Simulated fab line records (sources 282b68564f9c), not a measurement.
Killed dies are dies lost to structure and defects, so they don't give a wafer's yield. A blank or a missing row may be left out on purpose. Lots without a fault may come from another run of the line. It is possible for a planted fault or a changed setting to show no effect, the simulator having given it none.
Matching of chambers    flow ritCmos    RIT_GATE_ETCH_19 on rieSi-01 has 4 sister chambers
The step etches poly-Si in SF6/CHF3/O2, stops on SiO2, time 165 s, target depth 312.5 nm. 14 wafers are shown with their chamber, then 7 later ones without.

## WAFERS PAIRED WITH THEIR CHAMBERS
wafer   chamber  drypumpMotorCurrentA (A)  throttleValvePct (%)  oesProductAu (a.u.)
L372.2  0        5.73                      10.13                 0.886
L372.3  3        6.19                      10.09                 0.862
L372.4  1        5.41                      10.19                 0.857
L374.2  3        6.20                      10.10                 0.853
L374.5  2        5.97                      10.32                 0.842
L374.6  3        6.21                      10.11                 0.853
L376.3  3        6.20                      10.11                 0.849
L376.4  0        5.73                      10.14                 0.881
L376.6  0        5.74                      10.12                 0.874
L378.1  0        5.74                      10.14                 0.866
L378.2  3        6.20                      10.09                 0.833
L378.4  2        5.98                      10.30                 0.838
L379.1  1        5.43                      10.18                 0.842
L379.5  2        6.00                      10.31                 0.836

SIGNATURES (means of the wafers above)
reading               chamber 0  chamber 1  chamber 2  chamber 3  scatter within a chamber
drypumpMotorCurrentA  5.7350     5.4200     5.9833     6.2000     0.00983
throttleValvePct      10.1325    10.1850    10.3100    10.1000    0.00962
oesProductAu          0.87675    0.84950    0.83867    0.85000    0.009
Rule: a wafer's distance from a chamber is the root of the sum, over the readings, of the square of ((its reading less the chamber's mean) divided by the reading's scatter). The wafer belongs to the nearest chamber; if the next one is less than 2 further off, it can't be placed. The scatter is the square root of a quotient: the sum, over the shown wafers, of each reading's squared deviation from its chamber's mean, divided by wafers minus chambers.

## WAFERS WHOSE CHAMBER IS MISSING
wafer   drypumpMotorCurrentA (A)  throttleValvePct (%)  oesProductAu (a.u.)
L379.6  6.19                      10.10                 0.847
L381.1  5.44                      10.18                 0.865
L381.3  5.71                      10.16                 0.883
L381.5  5.73                      10.12                 0.873
L393.3  5.75                      10.12                 0.870
L393.4  5.72                      10.14                 0.873
L393.5  6.00                      10.29                 0.829

## EACH ONE'S CHAMBER
wafer   from the rows above  in truth
L379.6  3                    3
L381.1  1                    1
L381.3  0                    0
L381.5  0                    0
L393.3  0                    0
L393.4  0                    0
L393.5  2                    2
Correct placement for 7 of the 7. Not placeable from these rows: 0. Placed wrongly: 0.
